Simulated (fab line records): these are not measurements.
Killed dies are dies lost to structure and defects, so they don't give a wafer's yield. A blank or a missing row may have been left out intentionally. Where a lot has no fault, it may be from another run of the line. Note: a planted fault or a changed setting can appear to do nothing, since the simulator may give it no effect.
Chamber matching ; flow berkeleyCmos170 ; 4 sister chambers for UCB170_GATE_ETCH_15 on rieSi-02
The step etches poly-Si in HBr/Cl2, stops on SiO2, time 56.3 s, target depth 278.2 nm. 14 wafers are shown with their chamber, then 7 later ones without.

## WAFERS WITH THEIR CHAMBER
wafer;chamber;throttleValvePct (%);oesProductAu (a.u.);rfFwdPowerW (W)
L262.2;0;26.44;0.851;295.4
L262.4;2;26.68;0.839;298.4
L262.6;3;26.36;0.821;296.6
L265.1;0;26.45;0.853;297.0
L265.2;1;26.18;0.831;296.8
L265.6;0;26.44;0.847;297.4
L269.2;3;26.38;0.831;296.1
L269.3;2;26.70;0.842;298.1
L269.4;1;26.18;0.827;299.5
L275.2;3;26.17;0.804;296.5
L275.3;2;26.70;0.836;299.1
L275.6;3;26.19;0.799;296.9
L277.1;0;26.43;0.851;296.7
L277.2;3;26.18;0.816;296.0

SIGNATURES, as means of the wafers listed above
reading;chamber 0;chamber 1;chamber 2;chamber 3;scatter within a chamber
throttleValvePct;26.4400;26.1800;26.6933;26.2560;0.0665
oesProductAu;0.85050;0.82900;0.83900;0.81420;0.00844
rfFwdPowerW;296.625;298.150;298.533;296.420;0.835
Rule: for a wafer and a chamber, the distance is found by dividing, reading by reading, the gap between the wafer's reading and the chamber's mean by the reading's scatter, squaring, summing and taking the root. The wafer belongs to the nearest chamber; if the next one is less than 2 further off, it can't be placed. The scatter is the square root of a quotient: the sum, over the shown wafers, of each reading's squared deviation from its chamber's mean, divided by wafers minus chambers.

## WAFERS WITHOUT THEIR CHAMBER
wafer;throttleValvePct (%);oesProductAu (a.u.);rfFwdPowerW (W)
L277.4;26.19;0.821;299.2
L281.1;26.17;0.836;296.6
L281.4;26.71;0.838;298.9
L281.6;26.17;0.824;296.8
L283.2;26.20;0.803;295.3
L283.5;26.18;0.831;295.1
L283.6;26.43;0.853;298.5

## EACH ONE'S CHAMBER
wafer;from the rows above;in truth
L277.4;can't be placed: 1 or 3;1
L281.1;can't be placed: 1 or 3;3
L281.4;2;2
L281.6;can't be placed: 1 or 3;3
L283.2;3;3
L283.5;can't be placed: 3 or 1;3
L283.6;0;0
3 of 7 placed correctly. From these rows, 4 cannot be placed; in 4 the true chamber is one of the candidates. 0 placed wrongly.
